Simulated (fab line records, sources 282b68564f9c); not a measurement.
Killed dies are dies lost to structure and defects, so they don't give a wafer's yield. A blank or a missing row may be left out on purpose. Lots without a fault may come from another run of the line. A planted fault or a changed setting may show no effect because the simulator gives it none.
fab line records | flow rit_cmos
record lots=15 wafers=45 last_day=7
route steps=202 shown GATE@81 M1@202
lots that met no fault: from a run of the same line without faults
start_h: hours from the record's first day to the start of the lot's first wafer shown | wait_h: hours since the lot's step before | " the same as in the row above | L1.1+2: a row that stands for several wafers | - no value, or no start given | * or withheld: withheld | < > ~ a bound
route shown NAME@n: a module of which the file shows steps, and the number in the route of the first | usual: mean/standard deviation of fault-free wafers | same: alike in all rows | chamber/n: place in a boat | sites: the reading at each site | _std_site: their standard deviation | _edge_site: outer sites' mean less inner sites' | radius_mm: how far each site lies from the wafer's centre | mask NAME#n: copy n | behind: the tool/chamber that last shaped the wafer | hold: why the lot was held/for how many hours/how that ended | device: the transistor (n, p or np) that didn't switch | end of line: the same wafers' tests at the end of the route | a step without rows: its recipe alone | killed: dies lost to structure and defects at the first sort, not the wafer's yield | map: a wafer's dies, x killed, . not, _ none there
set.NAME: the setting as run; set.NAME@STEP: as run at that earlier step | model.NAME: the simulator's own value behind a step, which no gauge read
steps of the route over a sample of lots; a table a step, a row a wafer
services: from which hour (start_h, from the record's first day; less than 0 if before it) a tool's chamber was out of use, for how many hours, and why
## steps
# step RIT_GATE_OXIDATION_05
# recipe temp_c=900 ambient=O2 target_thk_a=30 ox_time_s=270
# usual tube_center_temp_C=900.01/0.085
# columns lot.wafer tool chamber start_h wait_h tube_center_temp_C
L419.1 furnace-03 0 33.88 1.0 900.06
L419.2 " 0 " " 899.93
L419.4 " 0 " " 900.06
L420.1 furnace-03 0 39.81 0.8 899.97
L420.2 " 0 " " 899.92
L420.6 " 0 " " 900.06
L422.1 furnace-04 0 51.61 0.1 900.03
L422.4 " 0 " " 900.08
L422.6 " 0 " " 900
L424.1 furnace-01 0 60.39 1.0 899.96
L424.3 " 0 " " 899.95
L424.5 " 0 " " 900.07
L425.1 furnace-01 0 66.46 0.4 899.92
L425.3 " 0 " " 899.92
L425.6 " 0 " " 900.01
L426.1 furnace-01 0 75.30 2.6 899.93
L426.2 " 0 " " 900.04
L426.3 " 0 " " 900.02
L427.2 furnace-03 0 79.60 2.3 900.01
L427.5 " 0 " " 899.94
L427.6 " 0 " " 900.08
L428.1 furnace-04 0 82.43 0.1 900.23
L428.3 " 0 " " 900.05
L428.4 " 0 " " 900.07
L429.2 furnace-01 0 86.87 1.6 900.1
L429.4 " 0 " " 899.94
L429.5 " 0 " " 900.02
L430.2 furnace-04 0 92.64 1.7 900.05
L430.3 " 0 " " 900.01
L430.6 " 0 " " 900.03
L431.1 furnace-04 0 97.22 0.7 900.08
L431.3 " 0 " " 900.02
L431.4 " 0 " " 900.05
L433.2 furnace-01 0 105.83 0.2 899.96
L433.3 " 0 " " 899.94
L433.6 " 0 " " 899.98
L434.1 furnace-04 0 112.43 0.8 900.07
L434.4 " 0 " " 900.02
L434.5 " 0 " " 900.03
L436.4 furnace-04 0 120.15 0.7 900.08
L436.5 " 0 " " 900.17
L436.6 " 0 " " 899.91
L438.1 furnace-04 0 130.19 1.1 899.99
L438.2 " 0 " " 900.04
L438.4 " 0 " " 900.12
# step RIT_GATE_THK_MEAS_07
# recipe reads=SiO2_of_GATE_OXIDATION_05
# usual GATE_OXIDE_THK=3.02/0.074
# columns lot.wafer tool chamber start_h wait_h GATE_OXIDE_THK[nm]
L419.1 film_metro-03 - 36.52 0.0 3.17
L419.2 " - " " 3.17
L419.4 " - " " 3.16
L420.1 film_metro-04 - 43.64 0.0 3.08
L420.2 " - " " 3.08
L420.6 " - " " 3.03
L422.1 film_metro-03 - 52.93 0.0 2.89
L422.4 " - " " 2.78
L422.6 " - " " 2.87
L424.1 film_metro-04 - 63.65 0.0 3.07
L424.3 " - " " 2.93
L424.5 " - " " 3.02
L425.1 film_metro-02 - 68.62 0.0 3.00
L425.3 " - " " 3.06
L425.6 " - " " 3.06
L426.1 film_metro-03 - 79.60 0.0 3.07
L426.2 " - " " 3.03
L426.3 " - " " 2.95
L427.2 film_metro-02 - 81.52 0.0 2.94
L427.5 " - " " 3.06
L427.6 " - " " 2.96
L428.1 film_metro-04 - 83.75 0.0 2.92
L428.3 " - " " 2.91
L428.4 " - " " 3.00
L429.2 film_metro-02 - 89.97 0.0 3.11
L429.4 " - " " 3.02
L429.5 " - " " 3.04
L430.2 film_metro-04 - 95.29 0.0 3.03
L430.3 " - " " 2.88
L430.6 " - " " 2.99
L431.1 film_metro-03 - 98.54 0.0 3.11
L431.3 " - " " 3.03
L431.4 " - " " 3.10
L433.2 film_metro-02 - 107.96 0.0 3.04
L433.3 " - " " 3.03
L433.6 " - " " 3.06
L434.1 film_metro-04 - 115.07 0.0 4.99
L434.4 " - " " 4.97
L434.5 " - " " 4.94
L436.4 film_metro-04 - 123.26 0.0 4.88
L436.5 " - " " 4.78
L436.6 " - " " 4.82
L438.1 film_metro-04 - 135.05 0.0 4.90
L438.2 " - " " 4.83
L438.4 " - " " 4.86
# step RIT_M1_PROBE_99
# usual killed_at_contacts=0.1/0.25 killed_at_front_end=6.8/2.7 killed_dies=6.8/2.7 killed_open=3.4/1.8 killed_short=3.5/1.7
# same gross_dies=264 killed_at_M0_to_M3=0 killed_at_M4_up=0 killed_at_back_side=0 killed_at_other=0
# columns lot.wafer tool chamber start_h wait_h killed_at_contacts killed_at_front_end killed_dies killed_open killed_short
L429.2 prober-01 - 128.55 1.2 0 3 3 0 3
L429.4 prober-01 - 128.65 1.3 0 5 5 5 0
L429.5 prober-01 - 128.70 1.3 0 2 2 0 2
# killed by level:class
L429.2 GATE:geometric_particle:short=2 SILICIDE:geometric_particle:short=1
L429.4 FOX2:geometric_particle:open=2 SPACER:geometric_particle:open=2 GATE:geometric_particle:open=1
L429.5 GATE:geometric_particle:short=1 SILICIDE:geometric_particle:short=1
## services
# columns tool chamber start_h hours kind
furnace-03 - 29.08 3.2 pm
furnace-04 - 35.10 2.7 pm
furnace-01 - 70.08 5.2 pm
furnace-01 - 129.63 4.2 pm
## key
first_sign step=RIT_GATE_THK_MEAS_07 reading=GATE_OXIDE_THK direction=up sigmas=25 usual=3.02 struck=4.88
effect none on later readings
met_at RIT_GATE_OXIDATION_05
struck_lots L434,L436,L438
tester_left_out L434,L436,L438
onset_between 97.22 112.43
also_fits time
fault kind=process_parameter_drift tool=furnace-04 chamber=- onset_h=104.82 steps=RIT_GATE_OXIDATION_05 channel=ox_time_s offset=* shape=step end_h=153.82 acts_in=* stated=*
# tester_left_out: of these lots the tester's yield and bins aren't shown, on N5 and GAA mostly nor the transistor test; their killed dies are dies lost to structure and defects alone, not to doping, threshold or leakage, so they don't give the yield
